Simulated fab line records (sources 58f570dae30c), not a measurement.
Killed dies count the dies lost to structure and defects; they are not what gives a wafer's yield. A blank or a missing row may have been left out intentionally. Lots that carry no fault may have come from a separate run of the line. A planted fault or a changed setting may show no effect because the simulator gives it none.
Which of the tools did it? -- flow berkeley_cmos170 -- 15 lots with 45 wafers sampled at 4 steps, on a route of 331 steps

== WHAT EACH GAUGE READ, for each wafer ==
UCB170_PLDD_TW_MEAS_11.
lot,measured,on,PLDD_TW
L178,day 7 09:34,film_metro-03,1012 1014 1013
L180,day 7 20:47,film_metro-02,999 1002 997
L181,day 8 13:27,film_metro-03,1011 1014 1009
L185,day 8 16:50,film_metro-02,1001 1001 1000
L186,day 8 17:08,film_metro-03,1011 1015 1017
L188,day 9 18:31,film_metro-02,1006 1006 1001
L189,day 9 18:47,film_metro-02,1009 1007 1002
L190,day 9 18:13,film_metro-01,1009 1007 1009
L191,day 10 07:26,film_metro-02,1000 1001 1000
L195,day 11 04:34,film_metro-01,1004 996 1008
L197,day 11 05:11,film_metro-01,1004 1008 1000
L198,day 11 18:10,film_metro-03,1016 1021 1019
L200,day 11 18:27,film_metro-01,1001 1001 1003
L199,day 11 18:43,film_metro-03,1012 1013 1015
L201,day 12 04:54,film_metro-02,1006 1007 1006

UCB170_PSD_OVL_MEAS_07.
lot,measured,on,PSD_OVL (nm)
L178,day 7 17:43,overlay-02,0 -3 1
L180,day 8 07:13,overlay-01,-8 -9 -7
L181,day 9 02:40,overlay-02,-11 -9 -5
L185,day 9 02:45,overlay-01,4 15 8
L186,day 9 02:56,overlay-02,-8 -14 -4
L188,day 10 04:44,overlay-01,0 -7 4
L189,day 10 04:39,overlay-02,8 9 8
L190,day 10 04:22,overlay-01,12 14 9
L191,day 10 16:27,overlay-01,-4 -6 -4
L195,day 11 14:50,overlay-02,11 6 -2
L197,day 11 15:09,overlay-02,-3 -6 0
L198,day 12 04:20,overlay-02,3 -2 1
L200,day 12 03:55,overlay-01,-12 -9 -5
L199,day 12 04:03,overlay-02,2 -1 12
L201,day 12 12:46,overlay-01,-5 -6 -4

== WHICH TOOL RAN EACH LOT (tool, then ch and the chambers of the sampled wafers, then the start) ==
lot,UCB170_PVT_STRIP_08,UCB170_NLDD_CLEAN_12
L178,"plasma_asher-04 ch 0,1, day 6 14:01","wet_bench-02 ch 1, day 7 12:05"
L180,"plasma_asher-01 ch 1, day 7 05:59","wet_bench-01 ch 2, day 7 23:05"
L181,"plasma_asher-04 ch 0,1, day 7 15:25","wet_bench-03 ch 2, day 8 15:50"
L185,"plasma_asher-04 ch 0,1, day 7 22:58","wet_bench-02 ch 2, day 8 19:10"
L186,"plasma_asher-02 ch 0,1, day 7 23:15","wet_bench-02 ch 1, day 8 19:26"
L188,"plasma_asher-02 ch 0,1, day 9 00:35","wet_bench-02 ch 1, day 9 20:28"
L189,"plasma_asher-01 ch 0,1, day 9 00:59","wet_bench-02 ch 2, day 9 21:08"
L190,"plasma_asher-02 ch 0,1, day 9 01:14","wet_bench-02 ch 0, day 9 20:01"
L191,"plasma_asher-02 ch 0,1, day 9 12:37","wet_bench-02 ch 2, day 10 09:49"
L195,"plasma_asher-02 ch 0,1, day 10 11:49","wet_bench-02 ch 1, day 11 07:49"
L197,"plasma_asher-02 ch 0,1, day 10 15:28","wet_bench-01 ch 2, day 11 08:47"
L198,"plasma_asher-04 ch 0,1, day 11 01:13","wet_bench-03 ch 1, day 11 20:23"
L200,"plasma_asher-02 ch 0,1, day 11 01:20","wet_bench-03 ch 0, day 11 20:33"
L199,"plasma_asher-01 ch 0,1, day 11 01:56","wet_bench-01 ch 1, day 11 20:46"
L201,"plasma_asher-01 ch 0,1, day 11 09:26","wet_bench-02 ch 2, day 12 07:16"
- UCB170_PVT_STRIP_08: strips in O2.
- UCB170_NLDD_CLEAN_12: cleans in SPM, time 600 s.

== AS READ BY THE TOOLS THEMSELVES (means over the sampled wafers that have a number; for cases with no such wafer, the mark the record gives instead) ==
UCB170_PVT_STRIP_08.
lot,tool,drypump_motor_current_A (A),oes_product_au (a.u.),strip_time_to_endpoint_s (s)
L178,plasma_asher-04,5.8,0.734,21.66
L180,plasma_asher-01,6.0,0.736,21.69
L181,plasma_asher-04,5.7,0.735,21.58
L185,plasma_asher-04,5.9,0.738,21.71
L186,plasma_asher-02,5.2,0.732,21.66
L188,plasma_asher-02,5.4,0.736,21.52
L189,plasma_asher-01,6.0,0.734,21.54
L190,plasma_asher-02,5.4,0.733,21.64
L191,plasma_asher-02,5.4,0.734,21.67
L195,plasma_asher-02,5.3,0.728,21.70
L197,plasma_asher-02,5.3,0.730,21.67
L198,plasma_asher-04,5.9,0.731,21.65
L200,plasma_asher-02,5.3,0.738,21.62
L199,plasma_asher-01,6.0,0.736,21.83
L201,plasma_asher-01,6.0,0.731,21.73

UCB170_NLDD_CLEAN_12.
lot,tool,bath_guard_temp_C (C),bath_heat_duty_pct (%),temp_c (C)
L178,wet_bench-02,120.5,13.6,120.14
L180,wet_bench-01,120.4,11.4,119.92
L181,wet_bench-03,120.3,14.2,120.03
L185,wet_bench-02,119.5,13.9,119.85
L186,wet_bench-02,120.6,13.5,119.86
L188,wet_bench-02,-,-,-
L189,wet_bench-02,-,-,-
L190,wet_bench-02,-,-,-
L191,wet_bench-02,119.5,13.4,120.02
L195,wet_bench-02,120.5,13.3,120.05
L197,wet_bench-01,120.4,11.2,119.92
L198,wet_bench-03,119.4,13.4,120.06
L200,wet_bench-03,120.1,12.6,119.78
L199,wet_bench-01,119.8,14.9,119.82
L201,wet_bench-02,119.8,13.7,120.25

== THE ANSWER, worked out from the rows above alone ==
Rule: the lots themselves supply what counts as usual. Put in order of their means at a reading, lots are off if they are a third of the lots or fewer, leave a main group of 4 or more, and stand apart from it by a gap of 3 or more times the standard deviation of the main group's means; of several such gaps the widest counts. A main group is skipped when, at the precision printed for the reading in the tables above, its means are all equal. Also off: a lot with no number at a reading for which 4 or more lots have one. Where the step has rows for the other lots, those lots are counted as sound. First the gauges in route order, then the tools' own readings, where a lot's mean is used as printed above. At the first step where some lot is off, the reading lying furthest off is the one used; lots without a number count as furthest.
Off, at UCB170_NLDD_CLEAN_12 on bath_guard_temp_C: L188, L189, L190. Without a number there: L188, L189, L190. The main group has a mean of 120.1 C with a standard deviation of 0.42.
A tool fits if, at that step or a process step before it, it ran every lot that is off, and no sound lot after the first of them. Not one of the candidates tried fits.

== WHAT THE SIMULATOR PUT IN ==
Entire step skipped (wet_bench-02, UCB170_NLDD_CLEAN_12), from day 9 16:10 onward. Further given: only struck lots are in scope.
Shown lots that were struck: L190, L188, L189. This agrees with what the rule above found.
